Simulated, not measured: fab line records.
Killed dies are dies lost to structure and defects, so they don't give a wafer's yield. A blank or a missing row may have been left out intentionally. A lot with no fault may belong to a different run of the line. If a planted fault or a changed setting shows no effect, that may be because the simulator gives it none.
Which of the tools did it? + flow berkeleyCmos170 + 14 lots, 42 wafers sampled, at 6 steps of a route of 331

## WHAT EACH GAUGE READ, for each wafer
UCB170_NWELL_THK_MEAS_05. Usual: NWELL_NITRIDE_THK typically reads 224.3 nm, with standard deviation 2.5.
| lot  | measured    | on           | NWELL_NITRIDE_THK (nm) | flag |
|------|-------------|--------------|------------------------|------|
| L297 | day 2 15:07 | filmMetro-03 | 225.2 223.9 226.4      |      |
| L296 | day 2 15:08 | filmMetro-04 | 225.8 225.9 226.5      |      |
| L299 | day 3 14:19 | filmMetro-04 | 223.4 226.1 224.3      |      |
| L304 | day 4 11:29 | filmMetro-01 | 226.6 226.5 226.4      |      |
| L306 | day 5 04:58 | filmMetro-04 | 220.9 220.2 222.3      |      |
| L308 | day 5 13:28 | filmMetro-03 | 222.4 223.5 223.2      |      |
| L309 | day 5 18:00 | filmMetro-01 | 224.2 224.4 223.7      |      |
| L311 | day 5 18:01 | filmMetro-03 | 222.3 222.9 221.2      |      |
| L310 | day 5 18:04 | filmMetro-01 | 229.9 228.9 228.1      |      |
| L312 | day 6 01:50 | filmMetro-04 | 223.0 222.1 221.9      |      |
| L313 | day 6 01:51 | filmMetro-03 | 222.7 221.3 221.7      |      |
| L314 | day 6 01:52 | filmMetro-01 | 223.2 220.7 220.7      |      |
| L316 | day 6 11:28 | filmMetro-03 | 221.4 223.4 222.4      |      |
| L318 | day 6 20:35 | filmMetro-01 | 226.2 224.1 225.9      |      |

UCB170_M1_RS_MEAS_01: measurement is done with a four-point probe. Usual: M1_AL_RS typically reads 0.0487 ohm/sq, with standard deviation 0.00039.
| lot  | measured     | on           | M1_AL_RS (ohm/sq)    | flag |
|------|--------------|--------------|----------------------|------|
| L297 | day 8 16:14  | filmMetro-03 | 0.0484 0.0483 0.0488 |      |
| L296 | day 8 19:16  | filmMetro-02 | 0.0482 0.0482 0.0487 |      |
| L299 | day 9 15:33  | filmMetro-03 | 0.0483 0.0480 0.0484 |      |
| L304 | day 10 12:35 | filmMetro-01 | 0.0485 0.0482 0.0485 |      |
| L306 | day 11 06:04 | filmMetro-02 | 0.0480 0.0411 0.0408 | OFF  |
| L308 | day 11 04:43 | filmMetro-01 | 0.0490 0.0414 0.0484 | OFF  |
| L309 | day 11 04:43 | filmMetro-03 | 0.0484 0.0486 0.0483 |      |
| L311 | day 11 07:29 | filmMetro-01 | 0.0493 0.0491 0.0495 |      |
| L310 | day 11 06:16 | filmMetro-01 | 0.0488 0.0487 0.0489 |      |
| L312 | day 11 18:51 | filmMetro-01 | 0.0485 0.0484 0.0483 |      |
| L313 | day 11 16:40 | filmMetro-01 | 0.0491 0.0489 0.0493 |      |
| L314 | day 11 19:26 | filmMetro-03 | 0.0489 0.0494 0.0490 |      |
| L316 | day 11 18:53 | filmMetro-03 | 0.0491 0.0480 0.0487 |      |
| L318 | day 12 17:44 | filmMetro-03 | 0.0485 0.0484 0.0490 |      |

UCB170_M1_THK_MEAS_02: measures by xrf. Usual: M1_AL_THK typically reads 601 nm, with standard deviation 5.7.
| lot  | measured     | on           | M1_AL_THK (nm) | flag |
|------|--------------|--------------|----------------|------|
| L297 | day 8 16:20  | filmMetro-03 | 599 599 595    |      |
| L296 | day 8 19:22  | filmMetro-02 | 612 611 604    |      |
| L299 | day 9 15:40  | filmMetro-03 | 599 607 602    |      |
| L304 | day 10 12:42 | filmMetro-01 | 601 603 598    |      |
| L306 | day 11 06:10 | filmMetro-02 | 610 710 718    | OFF  |
| L308 | day 11 04:50 | filmMetro-01 | 597 705 606    | OFF  |
| L309 | day 11 04:50 | filmMetro-03 | 599 598 602    |      |
| L311 | day 11 07:35 | filmMetro-01 | 598 598 592    |      |
| L310 | day 11 06:23 | filmMetro-01 | 600 601 603    |      |
| L312 | day 11 18:58 | filmMetro-01 | 603 606 610    |      |
| L313 | day 11 16:46 | filmMetro-01 | 597 597 596    |      |
| L314 | day 11 19:32 | filmMetro-03 | 595 590 590    |      |
| L316 | day 11 18:59 | filmMetro-03 | 591 605 596    |      |
| L318 | day 12 17:50 | filmMetro-03 | 602 601 599    |      |

## TOOL THAT RAN EACH LOT (tool first, then ch and the chambers of the sampled wafers, then the start)
| lot  | UCB170_GATE_STRIP_16                | UCB170_SDANNEAL_RTA_00          | UCB170_M1_SPUTTER_00        |
|------|-------------------------------------|---------------------------------|-----------------------------|
| L297 | plasmaAsher-01 ch 0,1, day 7 11:29  | rtpAnneal-01 ch 0, day 8 06:21  | pvdSputter-04, day 8 16:09  |
| L296 | plasmaAsher-01 ch 0,1, day 7 20:55  | rtpAnneal-01 ch 0, day 8 13:31  | pvdSputter-04, day 8 19:10  |
| L299 | plasmaAsher-01 ch 0,1, day 8 15:01  | rtpAnneal-02 ch 0, day 9 06:52  | pvdSputter-01, day 9 15:29  |
| L304 | plasmaAsher-03 ch 1, day 9 05:34    | rtpAnneal-02 ch 0, day 10 03:50 | pvdSputter-03, day 10 12:31 |
| L306 | plasmaAsher-03 ch 0,1, day 10 02:41 | rtpAnneal-01 ch 0, day 10 22:08 | pvdSputter-04, day 11 05:59 |
| L308 | plasmaAsher-04 ch 0,1, day 10 02:19 | rtpAnneal-02 ch 0, day 10 20:49 | pvdSputter-04, day 11 04:40 |
| L309 | plasmaAsher-03 ch 0,1, day 10 01:29 | rtpAnneal-01 ch 0, day 10 20:23 | pvdSputter-01, day 11 04:40 |
| L311 | plasmaAsher-01 ch 0,1, day 10 02:56 | rtpAnneal-01 ch 0, day 10 22:16 | pvdSputter-03, day 11 07:24 |
| L310 | plasmaAsher-04 ch 0,1, day 10 02:48 | rtpAnneal-01 ch 0, day 10 22:23 | pvdSputter-01, day 11 06:13 |
| L312 | plasmaAsher-03 ch 0,1, day 10 16:48 | rtpAnneal-02 ch 0, day 11 09:47 | pvdSputter-03, day 11 18:47 |
| L313 | plasmaAsher-01 ch 0,1, day 10 16:44 | rtpAnneal-01 ch 0, day 11 09:41 | pvdSputter-01, day 11 16:35 |
| L314 | plasmaAsher-03 ch 0,1, day 10 17:46 | rtpAnneal-02 ch 0, day 11 10:35 | pvdSputter-01, day 11 19:20 |
| L316 | plasmaAsher-04 ch 0,1, day 10 17:02 | rtpAnneal-01 ch 0, day 11 10:14 | pvdSputter-01, day 11 18:47 |
| L318 | plasmaAsher-04 ch 0,1, day 11 20:10 | rtpAnneal-01 ch 0, day 12 12:15 | pvdSputter-01, day 12 17:38 |
- UCB170_GATE_STRIP_16: strips in O2.
- UCB170_SDANNEAL_RTA_00: time 10 s.
- UCB170_M1_SPUTTER_00: material Al, target thk 600 nm, time 80 s.

## WHAT THE TOOLS THEMSELVES READ (means of the sampled wafers that have a number; where no wafer has one, the mark that the record gives instead)
UCB170_GATE_STRIP_16. Usual: chamberPressureMTorr 3500 mTorr, standard deviation 3.2; drypumpMotorCurrentA 5.6 A, standard deviation 0.34; oesProductAu 0.724 a.u., standard deviation 0.0044.
| lot  | tool           | chamberPressureMTorr (mTorr) | drypumpMotorCurrentA (A) | oesProductAu (a.u.) | flag |
|------|----------------|------------------------------|--------------------------|---------------------|------|
| L297 | plasmaAsher-01 | 3499                         | 5.5                      | 0.722               |      |
| L296 | plasmaAsher-01 | 3499                         | 5.4                      | 0.723               |      |
| L299 | plasmaAsher-01 | 3500                         | 5.4                      | 0.723               |      |
| L304 | plasmaAsher-03 | 3499                         | 5.6                      | 0.727               |      |
| L306 | plasmaAsher-03 | 3502                         | 5.8                      | 0.726               |      |
| L308 | plasmaAsher-04 | 3501                         | 5.4                      | 0.720               |      |
| L309 | plasmaAsher-03 | 3500                         | 5.8                      | 0.721               |      |
| L311 | plasmaAsher-01 | 3502                         | 5.4                      | 0.730               |      |
| L310 | plasmaAsher-04 | 3503                         | 5.4                      | 0.724               |      |
| L312 | plasmaAsher-03 | 3499                         | 6.1                      | 0.721               |      |
| L313 | plasmaAsher-01 | 3500                         | 5.4                      | 0.723               |      |
| L314 | plasmaAsher-03 | 3501                         | 6.1                      | 0.722               |      |
| L316 | plasmaAsher-04 | 3501                         | 5.4                      | 0.726               |      |
| L318 | plasmaAsher-04 | 3499                         | 5.4                      | 0.725               |      |

UCB170_SDANNEAL_RTA_00. Usual: lampPowerPct 24.2 %, standard deviation 1.5; wafer_temp_C_max 904.0, standard deviation 0.98.
| lot  | tool         | lampPowerPct (%) | wafer_temp_C_max | flag |
|------|--------------|------------------|------------------|------|
| L297 | rtpAnneal-01 | 23.1             | 904.0            |      |
| L296 | rtpAnneal-01 | 23.1             | 903.3            |      |
| L299 | rtpAnneal-02 | 26.1             | 903.8            |      |
| L304 | rtpAnneal-02 | 26.1             | 905.3            |      |
| L306 | rtpAnneal-01 | 23.1             | 903.1            |      |
| L308 | rtpAnneal-02 | 26.1             | 905.6            |      |
| L309 | rtpAnneal-01 | 23.1             | 903.6            |      |
| L311 | rtpAnneal-01 | 23.1             | 902.5            |      |
| L310 | rtpAnneal-01 | 23.1             | 903.5            |      |
| L312 | rtpAnneal-02 | 26.1             | 904.2            |      |
| L313 | rtpAnneal-01 | 23.1             | 904.1            |      |
| L314 | rtpAnneal-02 | 26.1             | 904.5            |      |
| L316 | rtpAnneal-01 | 23.1             | 903.6            |      |
| L318 | rtpAnneal-01 | 23.1             | 903.7            |      |

UCB170_M1_SPUTTER_00. Usual: 30.3 % for throttleValvePct, sd 0.8.
| lot  | tool          | throttleValvePct (%) | flag |
|------|---------------|----------------------|------|
| L297 | pvdSputter-04 | 29.8                 |      |
| L296 | pvdSputter-04 | 29.3                 |      |
| L299 | pvdSputter-01 | 31.0                 |      |
| L304 | pvdSputter-03 | 31.0                 |      |
| L306 | pvdSputter-04 | 30.4                 |      |
| L308 | pvdSputter-04 | 29.5                 |      |
| L309 | pvdSputter-01 | 30.6                 |      |
| L311 | pvdSputter-03 | 30.5                 |      |
| L310 | pvdSputter-01 | 31.3                 |      |
| L312 | pvdSputter-03 | 30.7                 |      |
| L313 | pvdSputter-01 | 30.6                 |      |
| L314 | pvdSputter-01 | 30.7                 |      |
| L316 | pvdSputter-01 | 31.1                 |      |
| L318 | pvdSputter-01 | 30.8                 |      |

## THE ANSWER, worked out from the rows above alone
Rule: lot off if the mean of its wafers having a number is beyond 3 standard deviations from the usual mean. A lot without any number at a reading at which 4 lots or more have one is off too. All remaining lots with rows at the step are treated as sound. First the gauges in route order, then the tools' own readings, where a lot's mean is used as printed above. The first step at which some lot is off is used, and at that step the reading that is off furthest; a lot without a number counts as furthest.
Off: at UCB170_M1_RS_MEAS_01 (M1_AL_RS), L306, L308.
If a tool, at a process step before that reading, ran all the lots that are off and no sound lot after the first of them, it fits. Those tools and the gauges at UCB170_M1_RS_MEAS_01 are tried in the same way. One fits: pvdSputter-04 at UCB170_M1_SPUTTER_00. Its last sound lot is L296 (day 8 19:10), its first lot that is off L308 (day 11 04:40): a fault that began between those two fits.

## WHAT THE SIMULATOR HAD PUT IN
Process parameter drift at UCB170_M1_SPUTTER_00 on pvdSputter-04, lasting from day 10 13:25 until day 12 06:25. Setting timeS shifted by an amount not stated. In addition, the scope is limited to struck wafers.
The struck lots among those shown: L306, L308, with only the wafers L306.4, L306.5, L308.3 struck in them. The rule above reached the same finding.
